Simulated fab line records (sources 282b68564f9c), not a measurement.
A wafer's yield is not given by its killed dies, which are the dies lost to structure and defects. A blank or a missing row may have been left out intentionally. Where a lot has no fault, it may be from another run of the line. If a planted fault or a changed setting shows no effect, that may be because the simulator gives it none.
Comparing a struck lot with a sound one || flow ritCmos || 15 steps out of a route of 202
Sound: these wafers, L296.1, L296.3, L296.4. Wafers struck: L303.1, L303.2, L303.4. At the end, the cause is stated.
Per side, at each step with rows, come the tool, then ch with its chambers, and then its first start. Under that, the readings that differ: sound wafers || struck wafers || difference of the means || sigmas: that difference in standard deviations of wafers without a fault.
alike: readings whose means differ by less than 2 such deviations, and words and numbers that are the same on both sides. not compared: withheld readings, readings that some wafer has no value for, bounds like >300 that may hide the same value, and numbers for which the record gives no deviation and whose values overlap.
Wherever a step has rows on one side only, a row that says differs or no value, or a row with sigmas, the two part there. Numbers that have no deviation but don't overlap get no sigmas and don't part them. Lack of a reading on every wafer of one side parts them only where that side has two or more wafers.

first, 3 steps without rows for these wafers: RIT_SDANNEAL_CLEAN_00 (cleans in SC1, time 600 s); RIT_SDANNEAL_CLEAN_01 (cleans in dHF, time 30 s); RIT_SDANNEAL_CLEAN_02 (cleans in SC2, time 590 s).
RIT_SDANNEAL_RTA_03: time 5 s.
  sound on rtpAnneal-01 ch 0, day 3 03:40; struck on rtpAnneal-02 ch 0, day 4 16:52
  alike: chamberO2Ppm, wafer_temp_C_max
RIT_SDANNEAL_RS_MEAS_04: measurement is done with a four-point probe.
  sound on filmMetro-01 at day 3 03:43; struck on filmMetro-03 at day 4 16:56
  alike: PSD_RS
RIT_SDANNEAL_RS_MEAS_05: measurement is done with a four-point probe.
  sound on filmMetro-01 at day 3 03:50; struck on filmMetro-03 at day 4 17:03
{"reading": "NSD_RS (ohm/sq)", "sound": "84.93 85.07 85.21", "struck": "84.52 84.34 84.54", "difference": -0.60, "sigmas": -2}
RIT_SDANNEAL_RS_MEAS_06: measurement is done with a four-point probe.
  sound on filmMetro-01 at day 3 03:58; struck on filmMetro-03 at day 4 17:10
{"reading": "PLDD_RS (ohm/sq)", "sound": "179.0 178.8 179.8", "struck": "176.7 177.8 177.3", "difference": -1.9, "sigmas": -4}
RIT_SDANNEAL_RS_MEAS_07: measurement is done with a four-point probe.
  sound on filmMetro-01 at day 3 04:05; struck on filmMetro-03 at day 4 17:17
  alike: NLDD_RS
then, 1 step without rows for these wafers: RIT_SILICIDE_WET_ETCH_00 (etches SiO2 in BOE, target depth 14 nm, time 15 s).
RIT_SILICIDE_SPUTTER_01: material Ti, target thk 30 nm, time 240 s.
  sound on pvdSputter-04 at day 3 04:13; struck on pvdSputter-04 at day 4 17:25
  alike: throttleValvePct
RIT_SILICIDE_RS_MEAS_02: measurement is done with a four-point probe.
  sound on filmMetro-04 at day 3 04:22; struck on filmMetro-04 at day 4 17:34
  alike: SILICIDE_TI_RS
RIT_SILICIDE_THK_MEAS_03: measures by xrf.
  sound on filmMetro-04 at day 3 04:29; struck on filmMetro-04 at day 4 17:41
  alike: SILICIDE_TI_THK
RIT_SILICIDE_RTA_04: time 10 s, ramp up 5 s, ramp down 5 s.
  sound on rtpAnneal-02 ch 0, day 3 04:33; struck on rtpAnneal-01 ch 0, day 4 17:45
{"reading": "chamberO2Ppm", "sound": "2.003 1.986 2.008", "struck": "62.020 62.035 62.024", "difference": "+60.027", "sigmas": "+99 or more"}
  alike: wafer_temp_C_max
then, 1 step without rows for these wafers: RIT_SILICIDE_WET_ETCH_05 (etches Ti in SPM, time 120 s).
RIT_M1_PROBE_99:
  sound on prober-02 at day 3 11:23; struck on prober-02 at day 5 00:11
{"reading": "model.etest.npolyLine.lineOhmUm", "sound": "173.4 169.1 168.8", "struck": "274.2 271.5 267.4", "difference": "+100.6", "sigmas": ""}
{"reading": "model.etest.ppolyLine.lineOhmUm", "sound": "167.9 163.1 165.2", "struck": "252.9 255.7 253.5", "difference": "+88.6", "sigmas": ""}
{"reading": "model.etest.npolyLine.rsOhmSq", "sound": "17.1 16.68 16.71", "struck": "27.47 27.49 27.58", "difference": "+10.68", "sigmas": ""}
{"reading": "model.etest.ppolyLine.rsOhmSq", "sound": "16.63 16.16 16.33", "struck": "26.4 26.26 26.44", "difference": "+10.0", "sigmas": ""}
{"reading": "model.etest.npolySal.rsOhmSq", "sound": "4.369 4.268 4.263", "struck": "5.097 5.048 5.104", "difference": "+0.783", "sigmas": ""}
{"reading": "model.etest.ppolySal.rsOhmSq", "sound": "4.325 4.226 4.242", "struck": "5.029 5.014 5.029", "difference": "+0.760", "sigmas": ""}
{"reading": "model.etest.pplusSal.rsOhmSq", "sound": "4.308 4.236 4.237", "struck": "5.038 4.972 5.036", "difference": "+0.755", "sigmas": ""}
{"reading": "model.etest.nplusSal.rsOhmSq", "sound": "4.317 4.22 4.25", "struck": "5.004 4.987 5.065", "difference": "+0.756", "sigmas": ""}
  alike: killedAtFrontEnd, killedDies, killedOpen, killedShort

== WHERE THEY PART ==
First at RIT_SDANNEAL_RS_MEAS_05; last, within this record, at RIT_SILICIDE_RTA_04. Later steps at which nothing parts them and some readings are alike: RIT_M1_PROBE_99.

WHY: whatever the simulator had introduced
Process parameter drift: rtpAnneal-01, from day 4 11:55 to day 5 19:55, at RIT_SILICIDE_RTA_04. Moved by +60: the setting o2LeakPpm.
